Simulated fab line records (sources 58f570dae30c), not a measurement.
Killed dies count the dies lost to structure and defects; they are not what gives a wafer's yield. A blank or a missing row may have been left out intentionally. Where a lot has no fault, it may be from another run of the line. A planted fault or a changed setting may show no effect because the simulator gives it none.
The tool behind it: which one? | flow berkeleyCmos170 | 6 lots, 18 wafers sampled, at 3 steps of a route of 331

## WHAT EACH GAUGE READ, for each wafer
UCB170_SPACER_THK_MEAS_01.
lot  | measured     | on           | SPACER_TEOS_THK (nm)
L130 | day 7 19:50  | filmMetro-01 | 375 379 380
L132 | day 8 08:05  | filmMetro-02 | 370 374 377
L136 | day 9 03:13  | filmMetro-03 | 369 374 377
L139 | day 9 23:20  | filmMetro-03 | 371 378 378
L142 | day 10 11:37 | filmMetro-01 | 373 364 375
L143 | day 10 16:47 | filmMetro-03 | 488 372 381

## TOOL THAT RAN EACH LOT (tool first, then ch and the chambers of the sampled wafers, then the start)
lot  | UCB170_PLDD_STRIP_10                | UCB170_SPACER_CVD_00
L130 | plasmaAsher-01 ch 0,1, day 7 17:49  | pecvd-01 ch 0,1,2, day 7 19:47
L132 | plasmaAsher-03 ch 0,1, day 8 05:52  | pecvd-01 ch 0,1, day 8 08:02
L136 | plasmaAsher-01 ch 0,1, day 9 00:31  | pecvd-03 ch 1,2, day 9 03:10
L139 | plasmaAsher-03 ch 0,1, day 9 21:11  | pecvd-03 ch 1,2, day 9 23:17
L142 | plasmaAsher-01 ch 0,1, day 10 08:58 | pecvd-02 ch 1,2, day 10 11:34
L143 | plasmaAsher-03 ch 0,1, day 10 14:38 | pecvd-02 ch 0,1,2, day 10 16:44
- UCB170_PLDD_STRIP_10: strips in O2.
- UCB170_SPACER_CVD_00: deposits SiO2 from TEOS/O2, target thk 376 nm, time 47 s.

## THE ANSWER, worked out from the rows above alone
Rule: usual is defined by the lots themselves. The widest of any qualifying gaps counts: lots, ordered by their means at a reading, are off when they make up no more than a third of the lots, leave a main group of 4 or more, and stand apart from it by 3 or more times the standard deviation of that group's means. Not used: any main group whose means are identical at the precision the tables above print for the reading. A lot without any number at a reading at which 4 lots or more have one is off too. All remaining lots with rows at the step are treated as sound.
Off: L143, seen at UCB170_SPACER_THK_MEAS_01 (SPACER_TEOS_THK). The main group: mean 374 nm, standard deviation 2.5.
A tool fits if, at a process step before that reading, it ran every lot that is off, and no sound lot after the first of them. The gauges at UCB170_SPACER_THK_MEAS_01 are tried like those tools. Can't be told from this: 3 tools fit, plasmaAsher-03 at UCB170_PLDD_STRIP_10, pecvd-02 at UCB170_SPACER_CVD_00, filmMetro-03 at UCB170_SPACER_THK_MEAS_01.

## WHAT THE SIMULATOR HAD INSERTED
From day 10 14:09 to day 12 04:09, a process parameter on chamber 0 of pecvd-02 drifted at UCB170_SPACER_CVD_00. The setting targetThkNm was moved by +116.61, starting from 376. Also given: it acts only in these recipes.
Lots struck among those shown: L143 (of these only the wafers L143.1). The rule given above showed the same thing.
